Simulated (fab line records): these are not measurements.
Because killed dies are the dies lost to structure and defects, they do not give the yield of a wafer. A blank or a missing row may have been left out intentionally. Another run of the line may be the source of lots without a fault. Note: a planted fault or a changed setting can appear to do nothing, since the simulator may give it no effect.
What tool caused it?	flow berkeley_cmos170	39 wafers from 13 lots sampled at 4 of the route's 331 steps

== WHAT THE GAUGES READ, wafer by wafer ==
UCB170_PSD_TW_MEAS_10. Usual: PSD_TW typically reads 2358, with standard deviation 16.
lot	measured	on	PSD_TW	flag
L978	day 8 02:03	film_metro-01	2366 2368 2371	
L976	day 8 02:11	film_metro-04	2358 2347 2348	
L977	day 8 03:00	film_metro-03	2375 2382 2378	
L984	day 9 03:09	film_metro-03	2381 2373 2374	
L983	day 9 03:25	film_metro-01	2351 2350 2362	
L987	day 9 12:22	film_metro-04	2345 2344 2348	
L989	day 10 09:23	film_metro-03	2374 2369 2368	
L992	day 10 21:59	film_metro-04	2330 2329 2317	
L993	day 11 04:07	film_metro-04	2335 2341 2325	
L995	day 11 18:23	film_metro-03	2378 2380 2361	
L994	day 11 18:41	film_metro-01	2353 2365 2372	
L998	day 12 04:12	film_metro-04	2351 2333 2345	
L996	day 12 04:20	film_metro-01	2377 2391 2370	

UCB170_V2_THK_MEAS_04. Usual: V2_POLISHED_THK typically reads 999.9 nm, with standard deviation 1.3.
lot	measured	on	V2_POLISHED_THK (nm)	flag
L978	day 9 05:36	film_metro-04	999.1 1000.7 1001.2	
L976	day 9 06:09	film_metro-02	998.8 998.8 998.5	
L977	day 9 05:53	film_metro-02	999.9 1001.0 998.7	
L984	day 10 02:32	film_metro-03	1000.8 1001.7 999.9	
L983	day 10 02:14	film_metro-04	998.9 999.5 1000.5	
L987	day 10 10:39	film_metro-02	1000.1 999.8 1001.2	
L989	day 11 05:30	film_metro-02	998.4 997.9 998.7	
L992	day 11 20:48	film_metro-02	999.5 1002.1 998.4	
L993	day 11 22:14	film_metro-02	999.2 999.4 998.2	
L995	day 12 12:08	film_metro-03	999.1 1000.2 1000.7	
L994	day 12 14:21	film_metro-02	998.5 999.8 998.9	
L998	day 12 23:50	film_metro-03	1001.1 1000.8 998.8	
L996	day 13 02:34	film_metro-04	1001.7 1000.3 1000.1	

== WHAT TOOL EACH LOT RAN ON (gives the tool, then ch and the chambers of the sampled wafers, and finally the start) ==
lot	UCB170_CONTACT_ETCH_18	UCB170_M2_SPUTTER_01
L978	rie_diel-01 ch 1,2, day 8 23:29 or earlier	pvd_sputter-03, day 8 23:29
L976	rie_diel-03 ch 0,1,2, day 9 00:06 or earlier	pvd_sputter-03, day 9 00:06
L977	rie_diel-02 ch 0,1,3, day 8 23:52 or earlier	pvd_sputter-04, day 8 23:52
L984	rie_diel-02 ch 0,3, day 9 22:04 or earlier	pvd_sputter-04, day 9 22:04
L983	rie_diel-01 ch 0,2,3, day 9 21:53 or earlier	pvd_sputter-02, day 9 21:53
L987	rie_diel-02 ch 1,2,3, day 10 06:46 or earlier	pvd_sputter-02, day 10 06:46
L989	rie_diel-03 ch 0,2,3, day 11 02:24 or earlier	pvd_sputter-03, day 11 02:24
L992	rie_diel-01 ch 1,2,3, day 11 16:30 or earlier	pvd_sputter-02, day 11 16:30
L993	rie_diel-01 ch 1,2, day 11 18:55 or earlier	pvd_sputter-03, day 11 18:55
L995	rie_diel-01 ch 0,1,2, day 12 09:04 or earlier	pvd_sputter-03, day 12 09:04
L994	rie_diel-02 ch 0,2,3, day 12 11:16 or earlier	pvd_sputter-02, day 12 11:16
L998	rie_diel-01 ch 1,3, day 12 20:34 or earlier	pvd_sputter-02, day 12 20:34
L996	rie_diel-01 ch 1,2,3, day 12 22:25 or earlier	pvd_sputter-04, day 12 22:25
- UCB170_CONTACT_ETCH_18: etches PSG in CHF3/CF4/Ar, stops on TiSi2, target depth 840 nm, time 195 s.
- UCB170_M2_SPUTTER_01: material Al, target thk 900 nm, time 120 s.

== AS READ BY THE TOOLS THEMSELVES (means over the sampled wafers that have a number; for cases with no such wafer, the mark the record gives instead) ==
UCB170_CONTACT_ETCH_18. Usual: cf4_flow_sccm 15.00 sccm, standard deviation 0.044; drypump_motor_current_A 5.96 A, standard deviation 0.27; oes_product_au 0.891 a.u., standard deviation 0.012; throttle_valve_pct 6.94 %, standard deviation 0.09.
lot	tool	cf4_flow_sccm (sccm)	drypump_motor_current_A (A)	oes_product_au (a.u.)	throttle_valve_pct (%)	flag
L978	rie_diel-01	15.04	6.10	0.880	7.00	
L976	rie_diel-03	14.98	5.89	0.900	6.95	
L977	rie_diel-02	15.03	6.17	0.888	6.93	
L984	rie_diel-02	15.02	6.14	0.892	6.94	
L983	rie_diel-01	14.95	6.04	0.885	6.98	
L987	rie_diel-02	15.01	5.81	0.886	6.94	
L989	rie_diel-03	14.99	5.90	0.904	6.87	
L992	rie_diel-01	15.03	6.03	0.893	6.95	
L993	rie_diel-01	15.00	6.09	0.878	7.01	
L995	rie_diel-01	14.95	6.08	0.880	7.02	
L994	rie_diel-02	14.97	5.77	0.885	6.95	
L998	rie_diel-01	15.01	5.95	0.903	6.88	
L996	rie_diel-01	15.01	6.02	0.888	6.94	

UCB170_M2_SPUTTER_01. Usual: throttle_valve_pct 29.9 %, standard deviation 0.91.
lot	tool	throttle_valve_pct (%)	flag
L978	pvd_sputter-03	28.7	
L976	pvd_sputter-03	29.9	
L977	pvd_sputter-04	30.7	
L984	pvd_sputter-04	30.0	
L983	pvd_sputter-02	29.6	
L987	pvd_sputter-02	29.5	
L989	pvd_sputter-03	29.3	
L992	pvd_sputter-02	30.2	
L993	pvd_sputter-03	29.6	
L995	pvd_sputter-03	29.8	
L994	pvd_sputter-02	29.6	
L998	pvd_sputter-02	29.7	
L996	pvd_sputter-04	30.0	

== THE ANSWER, worked out from the rows above alone ==
Rule: lot off if the mean of its wafers having a number is beyond 3 standard deviations from the usual mean. A lot without any number at a reading at which 4 lots or more have one is off too. Where the step has rows for the other lots, those lots are counted as sound. The gauges are gone through in route order, then the tools' own readings, and for those a lot's mean is taken as printed above. At the first step where some lot is off, the reading lying furthest off is the one used; lots without a number count as furthest.
No lot is off on any of the readings shown, so nothing can be concluded from this.

== WHAT HAD BEEN PUT IN BY THE SIMULATOR ==
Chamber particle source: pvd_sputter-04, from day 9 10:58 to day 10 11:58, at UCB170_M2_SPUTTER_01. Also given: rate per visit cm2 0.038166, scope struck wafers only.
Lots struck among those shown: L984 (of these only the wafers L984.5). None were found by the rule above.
